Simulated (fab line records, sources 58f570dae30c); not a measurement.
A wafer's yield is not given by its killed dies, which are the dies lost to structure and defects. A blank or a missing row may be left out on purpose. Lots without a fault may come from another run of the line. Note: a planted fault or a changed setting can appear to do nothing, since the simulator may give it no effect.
2 desks looking at one fault + flow berkeley cmos170 + every desk sees just its own numbers, and what lay behind them comes last

== FROM THE METROLOGY DESK ==
What the gauges read for every lot (on any tool): the sampled wafers with a number, averaged. If a lot's mean is further than 4 standard deviations from the usual mean, the lot is out of limits and carries the mark OUT (the distance appears in the brackets).
Columns: A = PLDD_OVL at UCB170_PLDD_OVL_MEAS_07, usual 1 nm; B = NSD_OVL at UCB170_NSD_OVL_MEAS_07, usual 1 nm; C = M1_AL_RS at UCB170_M1_RS_MEAS_01, usual 0.0484 ohm/sq; D = M1_AL_THK at UCB170_M1_THK_MEAS_02, usual 610 nm; E = cd nm at UCB170_M3_CD_MEAS_90, usual 702 nm
| lot  | first seen here | A  | B  | C                        | D             | E   |
|------|-----------------|----|----|--------------------------|---------------|-----|
| L984 | day 7 04:36     | -1 | 2  | 0.0477                   | 626           | 704 |
| L985 | day 7 15:45     | 6  | -6 | 0.0483                   | 616           | 702 |
| L986 | day 7 15:52     | 0  | 4  | 0.0477                   | 616           | 703 |
| L987 | day 8 04:32     | 7  | 8  | 0.0481                   | 616           | 705 |
| L991 | day 8 19:52     | -9 | 10 | 0.0495                   | 597           | 710 |
| L992 | day 8 20:26     | -2 | -3 | 0.0477                   | 618           | 707 |
| L996 | day 10 11:29    | 6  | -7 | 0.0817 (+55) OUT         | 479 (-17) OUT | 701 |
| L998 | day 10 18:35    | 6  | -3 | 0.0484                   | 613           | 701 |
| L997 | day 10 19:08    | 3  | 9  | 0.1227 (+99 or more) OUT | 332 (-35) OUT | 699 |
| L100 | day 11 14:14    | 1  | 3  | 0.0489                   | 605           | 704 |
| L101 | day 11 14:43    | 4  | 3  | 0.0474                   | 615           | 701 |
| L103 | day 11 21:28    | 2  | -4 | 0.0487                   | 608           | 703 |
| L106 | day 12 17:12    | -9 | 1  | 0.0477                   | 613           | 701 |
| L107 | day 13 15:33    | 5  | 4  | 0.0477                   | 620           | 706 |
This desk finds L996, L997 out of limits, with the earliest case on L996 at day 11 08:59 (M1_AL_RS at UCB170_M1_RS_MEAS_01). In limits: L984, L985, L986, L987, L991, L992, L998, L100, L101, L103, L106, L107.

== DESK OF THE TOOL OWNER: pvd sputter-02 ==
The tool's own readings at UCB170_M1_SPUTTER_00 (material Al, target thk 600 nm, time 80 s): means of the sampled wafers that have a number, for each lot that ran on this tool. If a lot's mean is further than 4 standard deviations from the usual mean, the lot is out of limits and carries the mark OUT (the distance appears in the brackets).
Columns: A = throttle valve pct at UCB170_M1_SPUTTER_00, usual 30.7 %
| lot  | first seen here | A    |
|------|-----------------|------|
| L986 | day 8 13:34     | 30.8 |
| L985 | day 8 15:52     | 30.5 |
| L987 | day 9 03:58     | 29.9 |
| L992 | day 9 20:28     | 30.0 |
| L996 | day 11 08:55    | 29.9 |
| L997 | day 11 15:37    | 29.4 |
| L106 | day 14 07:23    | 30.9 |
| L107 | day 14 17:23    | 30.8 |
This desk found nothing out of limits on any of the 8 lots.

== TAKEN TOGETHER ==
L996, L997 would have let the metrology desk raise an alarm at day 11 08:59.
The tool owner's desk saw nothing out of limits.
The tool owner's desk has L996, L997 on record, within its limits.
All the named lots went through UCB170_M1_SPUTTER_00 on pvd sputter-02.

== WHAT THE SIMULATOR PUT IN ==
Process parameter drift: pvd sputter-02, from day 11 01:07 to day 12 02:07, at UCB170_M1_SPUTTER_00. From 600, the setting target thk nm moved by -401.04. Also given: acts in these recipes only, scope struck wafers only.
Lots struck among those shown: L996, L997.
Time in hours between the start of the fault and the first out-of-limits reading at each desk: metrology desk, 8.
